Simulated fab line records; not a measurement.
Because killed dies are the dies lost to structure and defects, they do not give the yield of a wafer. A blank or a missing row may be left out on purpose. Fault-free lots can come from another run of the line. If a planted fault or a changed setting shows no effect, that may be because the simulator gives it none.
2 desks looking at one fault | flow rit_cmos | what lay behind the numbers comes last; until then each desk has only its own

THE METROLOGY DESK
Lot by lot, what the gauges showed, no matter which tool ran the lot: averages of those sampled wafers that carry a number. The brackets show how far a lot's mean lies from the usual mean; more than 4 standard deviations puts the lot out of limits, marked OUT.
Columns: A = cd_nm at RIT_ACTIVE_CD_MEAS_90, usual 1400.2 nm; B = PWELL_TW at RIT_PWELL_TW_MEAS_10, usual 957; C = PWELL_RS at RIT_WELLDRIVE_RS_MEAS_02, usual 429.6 ohm/sq
lot  | first seen here | A      | B              | C
L131 | day 1 15:11     | 1398.9 | 963            | 427.9
L132 | day 1 20:08     | 1400.5 | 967            | 428.6
L133 | day 2 01:04     | 1405.1 | 959            | 429.2
L134 | day 2 06:10     | 1399.2 | 962            | 429.4
L135 | day 2 11:08     | 1401.9 | 965            | 431.0
L136 | day 2 16:01     | 1400.8 | 961            | 428.9
L140 | day 3 12:13     | 1401.1 | 1149 (+23) OUT | 304.7 (-99 or more) OUT
L143 | day 4 03:10     | 1396.9 | 1151 (+23) OUT | 304.6 (-99 or more) OUT
L146 | day 4 18:01     | 1396.3 | 949            | 430.5
L147 | day 4 23:02     | 1400.0 | 945            | 427.5
L149 | day 5 09:01     | 1397.9 | 961            | 429.5
L150 | day 5 14:08     | 1398.1 | 954            | 431.2
L151 | day 5 19:01     | 1399.2 | 963            | 430.3
L153 | day 6 05:05     | 1400.8 | 952            | 430.5
Per this desk, out of limits: L140, L143; the first was L140, day 3 19:38 (PWELL_TW at RIT_PWELL_TW_MEAS_10). L131, L132, L133, L134, L135, L136, L146, L147, L149, L150, L151, L153 stayed within limits.

THE TOOL OWNER'S DESK: implanter-03
For each lot that ran on this tool, the mean over its sampled wafers that have a number, from the tool's own readings at RIT_PWELL_IMPLANT_08. The brackets show how far a lot's mean lies from the usual mean; more than 4 standard deviations puts the lot out of limits, marked OUT.
Columns: A = dose_ions_cm2 at RIT_PWELL_IMPLANT_08, usual 6.999e+13; B = faraday_current_uA at RIT_PWELL_IMPLANT_08, usual 222; C = tilt_deg at RIT_PWELL_IMPLANT_08, usual 6.999 degrees
lot  | first seen here | A                           | B             | C
L134 | day 2 14:30     | 7.001e+13                   | 224           | 6.983
L136 | day 3 00:58     | 7.002e+13                   | 222           | 6.987
L140 | day 3 19:20     | 1.224e+14 (+99 or more) OUT | 395 (+40) OUT | 7.016
L143 | day 4 10:22     | 1.225e+14 (+99 or more) OUT | 392 (+39) OUT | 6.994
Finding of this desk: L140, L143 out of limits; the first was L140 at day 3 19:20, on dose_ions_cm2 at RIT_PWELL_IMPLANT_08. L134, L136 stayed within limits.

BROUGHT TOGETHER
At day 3 19:20, on L140, L143, the tool owner's desk was in a position to raise an alarm.
At day 3 19:38 the metrology desk could have sounded an alarm, on L140, L143.
Every lot named ran RIT_PWELL_IMPLANT_08 on implanter-03.

WHAT THE SIMULATOR HAD PUT IN
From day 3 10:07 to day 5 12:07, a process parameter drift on implanter-03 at RIT_PWELL_IMPLANT_08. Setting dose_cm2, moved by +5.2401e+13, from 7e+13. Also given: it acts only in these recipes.
Shown lots that were struck: L140, L143.
Counting hours from when the fault started, the first reading out of limits came at 9 for the tool owner's desk and at 10 for the metrology desk.
